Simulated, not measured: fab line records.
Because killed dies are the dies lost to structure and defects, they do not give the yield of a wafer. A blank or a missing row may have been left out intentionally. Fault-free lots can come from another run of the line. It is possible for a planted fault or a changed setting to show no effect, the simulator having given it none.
Which tool did it? / flow berkeley-cmos170 / Sampling: 14 lots, 42 wafers, 5 of 331 route steps

WHAT THE GAUGES SHOWED, per wafer
UCB170_PLDD_TW_MEAS_11.
lot=L468; measured=day 7 16:38; on=film-metro-03; PLDD_TW=1012 1009 1009
lot=L469; measured=day 7 18:00; on=film-metro-03; PLDD_TW=1007 1017 1011
lot=L471; measured=day 7 21:14; on=film-metro-01; PLDD_TW=1006 1004 1002
lot=L478; measured=day 9 17:20; on=film-metro-01; PLDD_TW=1023 1028 1024
lot=L479; measured=day 9 17:26; on=film-metro-02; PLDD_TW=1005 1003 1003
lot=L477; measured=day 9 17:41; on=film-metro-01; PLDD_TW=1023 1022 1025
lot=L483; measured=day 11 01:43; on=film-metro-03; PLDD_TW=1012 1013 1005
lot=L484; measured=day 11 01:47; on=film-metro-01; PLDD_TW=1004 1002 1008
lot=L485; measured=day 11 02:08; on=film-metro-01; PLDD_TW=1005 1006 1000
lot=L487; measured=day 11 18:31; on=film-metro-03; PLDD_TW=1004 1010 1004
lot=L490; measured=day 11 18:41; on=film-metro-01; PLDD_TW=995 1006 1006
lot=L489; measured=day 11 18:49; on=film-metro-02; PLDD_TW=1007 1009 1010
lot=L488; measured=day 11 19:07; on=film-metro-03; PLDD_TW=1008 1004 1011
lot=L491; measured=day 12 11:33; on=film-metro-01; PLDD_TW=1000 1007 1000

UCB170_SDANNEAL_RS_MEAS_04: measurement is done with a four-point probe.
lot=L468; measured=day 8 10:41; on=film-metro-02; PLDD_RS (ohm/sq)=1030 1027 1027
lot=L469; measured=day 8 11:54; on=film-metro-02; PLDD_RS (ohm/sq)=1027 1026 1029
lot=L471; measured=day 8 11:10; on=film-metro-02; PLDD_RS (ohm/sq)=1032 1032 1032
lot=L478; measured=day 10 08:56; on=film-metro-02; PLDD_RS (ohm/sq)=969 967 965
lot=L479; measured=day 10 08:55; on=film-metro-03; PLDD_RS (ohm/sq)=1032 1031 1034
lot=L477; measured=day 10 09:16; on=film-metro-01; PLDD_RS (ohm/sq)=967 971 970
lot=L483; measured=day 12 02:58; on=film-metro-03; PLDD_RS (ohm/sq)=1033 1034 1033
lot=L484; measured=day 12 02:47; on=film-metro-02; PLDD_RS (ohm/sq)=1029 1027 1029
lot=L485; measured=day 12 03:19; on=film-metro-02; PLDD_RS (ohm/sq)=1026 1026 1030
lot=L487; measured=day 12 10:11; on=film-metro-02; PLDD_RS (ohm/sq)=1032 1030 1029
lot=L490; measured=day 12 10:38; on=film-metro-01; PLDD_RS (ohm/sq)=1035 1035 1035
lot=L489; measured=day 12 10:27; on=film-metro-03; PLDD_RS (ohm/sq)=1026 1030 1028
lot=L488; measured=day 12 10:56; on=film-metro-02; PLDD_RS (ohm/sq)=1027 1025 1026
lot=L491; measured=day 13 07:04; on=film-metro-02; PLDD_RS (ohm/sq)=1030 1034 1033

UCB170_M2_OVL_MEAS_16.
lot=L468; measured=day 9 06:02; on=overlay-02; M2_OVL (nm)=-3 0 1
lot=L469; measured=day 9 05:55; on=overlay-02; M2_OVL (nm)=5 5 0
lot=L471; measured=day 9 06:36; on=overlay-01; M2_OVL (nm)=7 5 -1
lot=L478; measured=day 11 01:52; on=overlay-02; M2_OVL (nm)=1 -2 -7
lot=L479; measured=day 11 01:35; on=overlay-01; M2_OVL (nm)=3 1 4
lot=L477; measured=day 11 02:25; on=overlay-01; M2_OVL (nm)=10 4 9
lot=L483; measured=day 13 03:07; on=overlay-01; M2_OVL (nm)=3 10 7
lot=L484; measured=day 13 02:28; on=overlay-02; M2_OVL (nm)=0 3 -3
lot=L485; measured=day 13 03:50; on=overlay-01; M2_OVL (nm)=-4 0 -6
lot=L487; measured=day 13 07:34; on=overlay-02; M2_OVL (nm)=9 2 7
lot=L490; measured=day 13 11:53; on=overlay-02; M2_OVL (nm)=0 2 6
lot=L489; measured=day 13 12:08; on=overlay-01; M2_OVL (nm)=1 -2 0
lot=L488; measured=day 13 08:15; on=overlay-01; M2_OVL (nm)=0 -1 6
lot=L491; measured=day 13 23:57; on=overlay-01; M2_OVL (nm)=6 5 9

WHICH TOOL RAN EACH LOT (tool, then ch and the chambers of the sampled wafers, then the start)
lot=L468; UCB170_PLDD_IMPLANT_08=implanter-03 ch 0, day 7 16:14; UCB170_SPACER_CVD_00=pecvd-01 ch 1,2, day 7 19:45
lot=L469; UCB170_PLDD_IMPLANT_08=implanter-04 ch 0, day 7 17:36; UCB170_SPACER_CVD_00=pecvd-02 ch 0,1,2, day 7 21:00
lot=L471; UCB170_PLDD_IMPLANT_08=implanter-03 ch 0, day 7 20:50; UCB170_SPACER_CVD_00=pecvd-03 ch 0,1,2, day 7 23:06
lot=L478; UCB170_PLDD_IMPLANT_08=implanter-03 ch 0, day 9 16:57; UCB170_SPACER_CVD_00=pecvd-01 ch 0,1,2, day 9 19:38
lot=L479; UCB170_PLDD_IMPLANT_08=implanter-04 ch 0, day 9 17:02; UCB170_SPACER_CVD_00=pecvd-03 ch 1,2, day 9 19:38
lot=L477; UCB170_PLDD_IMPLANT_08=implanter-03 ch 0, day 9 17:19; UCB170_SPACER_CVD_00=pecvd-02 ch 0,2, day 9 19:49
lot=L483; UCB170_PLDD_IMPLANT_08=implanter-02 ch 0, day 11 01:19; UCB170_SPACER_CVD_00=pecvd-02 ch 0,2, day 11 03:58
lot=L484; UCB170_PLDD_IMPLANT_08=implanter-04 ch 0, day 11 01:23; UCB170_SPACER_CVD_00=pecvd-03 ch 0,2, day 11 04:10
lot=L485; UCB170_PLDD_IMPLANT_08=implanter-02 ch 0, day 11 01:44; UCB170_SPACER_CVD_00=pecvd-01 ch 0,1,2, day 11 04:32
lot=L487; UCB170_PLDD_IMPLANT_08=implanter-04 ch 0, day 11 18:07; UCB170_SPACER_CVD_00=pecvd-01 ch 0,1,2, day 11 20:41
lot=L490; UCB170_PLDD_IMPLANT_08=implanter-02 ch 0, day 11 18:17; UCB170_SPACER_CVD_00=pecvd-02 ch 0,2, day 11 20:59
lot=L489; UCB170_PLDD_IMPLANT_08=implanter-04 ch 0, day 11 18:25; UCB170_SPACER_CVD_00=pecvd-03 ch 0,1, day 11 21:17
lot=L488; UCB170_PLDD_IMPLANT_08=implanter-04 ch 0, day 11 18:43; UCB170_SPACER_CVD_00=pecvd-01 ch 0,1, day 11 21:46
lot=L491; UCB170_PLDD_IMPLANT_08=implanter-04 ch 0, day 12 11:11; UCB170_SPACER_CVD_00=pecvd-03 ch 0,2, day 12 13:39
- UCB170_PLDD_IMPLANT_08
- UCB170_SPACER_CVD_00: deposits SiO2 from TEOS/O2, target thk 376 nm, time 47 s.

WHAT THE TOOLS THEMSELVES READ (means of the sampled wafers that have a number; where no wafer has one, the mark that the record gives instead)
UCB170_PLDD_IMPLANT_08.
lot=L468; tool=implanter-03; dose-ions-cm2=5.007e+13; faraday-current-uA=159; rotation-deg (degrees)=-0.011
lot=L469; tool=implanter-04; dose-ions-cm2=5.004e+13; faraday-current-uA=150; rotation-deg (degrees)=0.019
lot=L471; tool=implanter-03; dose-ions-cm2=5.004e+13; faraday-current-uA=155; rotation-deg (degrees)=-0.019
lot=L478; tool=implanter-03; dose-ions-cm2=5.797e+13; faraday-current-uA=185; rotation-deg (degrees)=-0.003
lot=L479; tool=implanter-04; dose-ions-cm2=4.998e+13; faraday-current-uA=152; rotation-deg (degrees)=-0.004
lot=L477; tool=implanter-03; dose-ions-cm2=5.792e+13; faraday-current-uA=184; rotation-deg (degrees)=-0.011
lot=L483; tool=implanter-02; dose-ions-cm2=4.996e+13; faraday-current-uA=157; rotation-deg (degrees)=0.016
lot=L484; tool=implanter-04; dose-ions-cm2=4.994e+13; faraday-current-uA=151; rotation-deg (degrees)=0.009
lot=L485; tool=implanter-02; dose-ions-cm2=5.004e+13; faraday-current-uA=160; rotation-deg (degrees)=0.013
lot=L487; tool=implanter-04; dose-ions-cm2=5.002e+13; faraday-current-uA=152; rotation-deg (degrees)=-0.006
lot=L490; tool=implanter-02; dose-ions-cm2=4.999e+13; faraday-current-uA=161; rotation-deg (degrees)=0.004
lot=L489; tool=implanter-04; dose-ions-cm2=5.001e+13; faraday-current-uA=155; rotation-deg (degrees)=-0.001
lot=L488; tool=implanter-04; dose-ions-cm2=4.993e+13; faraday-current-uA=151; rotation-deg (degrees)=0.034
lot=L491; tool=implanter-04; dose-ions-cm2=4.996e+13; faraday-current-uA=152; rotation-deg (degrees)=0.009

UCB170_SPACER_CVD_00.
lot=L468; tool=pecvd-01; heater-power-w (W)=198; susceptor-temp-C (C)=389.99
lot=L469; tool=pecvd-02; heater-power-w (W)=237; susceptor-temp-C (C)=389.97
lot=L471; tool=pecvd-03; heater-power-w (W)=238; susceptor-temp-C (C)=389.94
lot=L478; tool=pecvd-01; heater-power-w (W)=204; susceptor-temp-C (C)=390.14
lot=L479; tool=pecvd-03; heater-power-w (W)=208; susceptor-temp-C (C)=390.11
lot=L477; tool=pecvd-02; heater-power-w (W)=280; susceptor-temp-C (C)=389.86
lot=L483; tool=pecvd-02; heater-power-w (W)=263; susceptor-temp-C (C)=389.77
lot=L484; tool=pecvd-03; heater-power-w (W)=216; susceptor-temp-C (C)=390.00
lot=L485; tool=pecvd-01; heater-power-w (W)=223; susceptor-temp-C (C)=390.01
lot=L487; tool=pecvd-01; heater-power-w (W)=224; susceptor-temp-C (C)=390.15
lot=L490; tool=pecvd-02; heater-power-w (W)=257; susceptor-temp-C (C)=389.72
lot=L489; tool=pecvd-03; heater-power-w (W)=294; susceptor-temp-C (C)=389.99
lot=L488; tool=pecvd-01; heater-power-w (W)=241; susceptor-temp-C (C)=389.89
lot=L491; tool=pecvd-03; heater-power-w (W)=311; susceptor-temp-C (C)=390.28

THE ANSWER, worked out from the rows above alone
Rule: usual is defined by the lots themselves. The widest of any qualifying gaps counts: lots, ordered by their means at a reading, are off when they make up no more than a third of the lots, leave a main group of 4 or more, and stand apart from it by 3 or more times the standard deviation of that group's means. A main group is skipped when, at the precision printed for the reading in the tables above, its means are all equal. Also off: a lot with no number at a reading for which 4 or more lots have one. Any other lot the step has rows for is counted as sound. First the gauges in route order, then the tools' own readings, where a lot's mean is used as printed above. At the first step where some lot is off, the reading lying furthest off is the one used; lots without a number count as furthest.
Off: L478, L477, at UCB170_PLDD_TW_MEAS_11 (PLDD_TW). The main group: mean 1006, standard deviation 3.1.
If a tool, at a process step before that reading, ran all the lots that are off and no sound lot after the first of them, it fits. Not tried: the gauges at UCB170_PLDD_TW_MEAS_11; whatever is off there is also off at UCB170_PLDD_IMPLANT_08, on other tools, and gauge error can't account for it. One fits: implanter-03 at UCB170_PLDD_IMPLANT_08. Its last sound lot is L471 (day 7 20:50), its first lot that is off L478 (day 9 16:57): a fault that began between those two fits.
The tool's own readings at UCB170_PLDD_IMPLANT_08 bear it out: on the lots that are off they differ by more than 5 times the standard deviation of the sound lots' means. dose-ions-cm2 reads 5.794e+13 there against 5.000e+13 on the sound lots; faraday-current-uA reads 184 there against 155 on the sound lots.

WHAT HAD BEEN PUT IN BY THE SIMULATOR
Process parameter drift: implanter-03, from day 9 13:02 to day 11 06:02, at UCB170_PLDD_IMPLANT_08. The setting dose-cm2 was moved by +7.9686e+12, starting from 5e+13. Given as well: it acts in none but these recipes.
Lots struck among those shown: L478, L477. The rule above reached the same finding.
